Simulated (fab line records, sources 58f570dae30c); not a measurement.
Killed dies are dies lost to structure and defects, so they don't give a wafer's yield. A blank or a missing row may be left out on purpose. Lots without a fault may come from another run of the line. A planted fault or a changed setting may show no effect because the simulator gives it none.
Which tool did it? | flow berkeley_cmos170 | 15 lots, 45 wafers sampled, at 3 steps of a route of 331

WHAT THE GAUGES READ, wafer by wafer
UCB170_PWELL_OVL_MEAS_13. Usual: PWELL_OVL -1 nm, standard deviation 5.4.
lot  | measured    | on         | PWELL_OVL (nm) | flag
L956 | day 2 21:43 | overlay-02 | -2 7 9         |
L960 | day 4 04:50 | overlay-02 | -3 3 14        |
L964 | day 5 05:43 | overlay-01 | 1 3 0          |
L966 | day 5 05:46 | overlay-02 | -1 4 -3        |
L967 | day 5 23:06 | overlay-01 | 4 -1 1         |
L968 | day 5 23:23 | overlay-02 | -3 0 5         |
L969 | day 6 03:28 | overlay-01 | 6 7 6          |
L972 | day 6 10:31 | overlay-02 | -5 3 -7        |
L973 | day 6 20:34 | overlay-01 | 1 4 2          |
L975 | day 7 01:17 | overlay-02 | -8 1 -3        |
L974 | day 7 01:31 | overlay-01 | -2 -7 -2       |
L976 | day 7 11:39 | overlay-02 | -3 5 4         |
L977 | day 7 17:27 | overlay-01 | 3 6 -1         |
L979 | day 8 03:40 | overlay-02 | -1 -4 -6       |
L978 | day 8 04:02 | overlay-02 | 8 -3 -3        |

UCB170_ACTIVE_OVL_MEAS_14. Usual: ACTIVE_OVL -3 nm, standard deviation 4.8.
lot  | measured    | on         | ACTIVE_OVL (nm) | flag
L956 | day 4 08:31 | overlay-01 | 3 1 3           |
L960 | day 5 16:20 | overlay-01 | -9 -5 -7        |
L964 | day 6 10:45 | overlay-01 | 1 -2 -3         |
L966 | day 6 10:31 | overlay-01 | -10 -14 0       |
L967 | day 7 07:46 | overlay-01 | 3 -4 -2         |
L968 | day 7 08:22 | overlay-02 | -3 -7 3         |
L969 | day 7 08:08 | overlay-01 | 3 5 3           |
L972 | day 7 17:59 | overlay-02 | -3 -8 -3        |
L973 | day 8 05:36 | overlay-02 | 0 -2 1          |
L975 | day 8 11:03 | overlay-02 | -7 -8 -8        |
L974 | day 8 11:19 | overlay-01 | -3 -1 0         |
L976 | day 8 22:58 | overlay-01 | -4 -2 4         |
L977 | day 9 06:47 | overlay-02 | -7 -5 -7        |
L979 | day 9 19:49 | overlay-01 | 1 1 3           |
L978 | day 9 19:57 | overlay-01 | 3 4 5           |

WHICH TOOL RAN EACH LOT (tool, then ch and the chambers of the sampled wafers, then the start)
lot  | UCB170_PWELL_STRIP_16
L956 | plasma_asher-03 ch 0,1, day 2 22:01
L960 | plasma_asher-02 ch 0,1, day 4 05:08
L964 | plasma_asher-03 ch 0,1, day 5 05:59
L966 | plasma_asher-01 ch 0,1, day 5 06:03
L967 | plasma_asher-03 ch 0,1, day 5 23:23
L968 | plasma_asher-03 ch 0,1, day 5 23:41
L969 | plasma_asher-02 ch 0,1, day 6 03:44
L972 | plasma_asher-02 ch 0,1, day 6 10:47
L973 | plasma_asher-02 ch 0,1, day 6 20:52
L975 | plasma_asher-03 ch 0,1, day 7 01:34
L974 | plasma_asher-02 ch 0,1, day 7 01:48
L976 | plasma_asher-01 ch 0,1, day 7 11:56
L977 | plasma_asher-03 ch 0,1, day 7 17:44
L979 | plasma_asher-01 ch 0,1, day 8 03:57
L978 | plasma_asher-02 ch 0,1, day 8 04:19
- UCB170_PWELL_STRIP_16: strips in O2.

WHAT THE TOOLS THEMSELVES READ (means of the sampled wafers that have a number; where no wafer has one, the mark that the record gives instead)
UCB170_PWELL_STRIP_16. Usual: drypump_motor_current_A 5.3 A, standard deviation 0.34; o2_flow_sccm 399.7 sccm, standard deviation 1; oes_product_au 0.729 a.u., standard deviation 0.0043; strip_time_to_endpoint_s 18.07 s, standard deviation 0.065.
lot  | tool            | drypump_motor_current_A (A) | o2_flow_sccm (sccm) | oes_product_au (a.u.) | strip_time_to_endpoint_s (s) | flag
L956 | plasma_asher-03 | 4.9                         | 400.4               | 0.733                 | 18.02                        |
L960 | plasma_asher-02 | 5.3                         | 399.9               | 0.731                 | 18.06                        |
L964 | plasma_asher-03 | 4.9                         | 399.8               | 0.730                 | 17.99                        |
L966 | plasma_asher-01 | 5.7                         | 400.3               | 0.729                 | 17.99                        |
L967 | plasma_asher-03 | 4.9                         | 400.4               | 0.727                 | 18.02                        |
L968 | plasma_asher-03 | 4.9                         | 399.7               | 0.728                 | 18.08                        |
L969 | plasma_asher-02 | 5.3                         | 399.9               | 0.729                 | 18.09                        |
L972 | plasma_asher-02 | 5.3                         | 400.6               | 0.734                 | 18.04                        |
L973 | plasma_asher-02 | 5.3                         | 399.8               | 0.730                 | 18.06                        |
L975 | plasma_asher-03 | 4.9                         | 400.2               | 0.727                 | 18.12                        |
L974 | plasma_asher-02 | 5.3                         | 398.8               | 0.730                 | 18.19                        |
L976 | plasma_asher-01 | 5.7                         | 399.1               | 0.728                 | 18.05                        |
L977 | plasma_asher-03 | 4.9                         | 398.9               | 0.728                 | 18.17                        |
L979 | plasma_asher-01 | 5.7                         | 399.5               | 0.732                 | 18.08                        |
L978 | plasma_asher-02 | 5.5                         | 399.8               | 0.730                 | 18.11                        |

THE ANSWER, worked out from the rows above alone
Rule: a lot is off if the mean of its wafers that have a number lies more than 3 standard deviations from the usual mean. A lot without any number at a reading at which 4 lots or more have one is off too. The other lots that the step has rows for count as sound. The gauges are gone through in route order, then the tools' own readings, and for those a lot's mean is taken as printed above. The first step at which some lot is off is used, and at that step the reading that is off furthest; a lot without a number counts as furthest.
No lot is off at any reading shown: from this, nothing can be told.

WHAT THE SIMULATOR HAD PUT IN
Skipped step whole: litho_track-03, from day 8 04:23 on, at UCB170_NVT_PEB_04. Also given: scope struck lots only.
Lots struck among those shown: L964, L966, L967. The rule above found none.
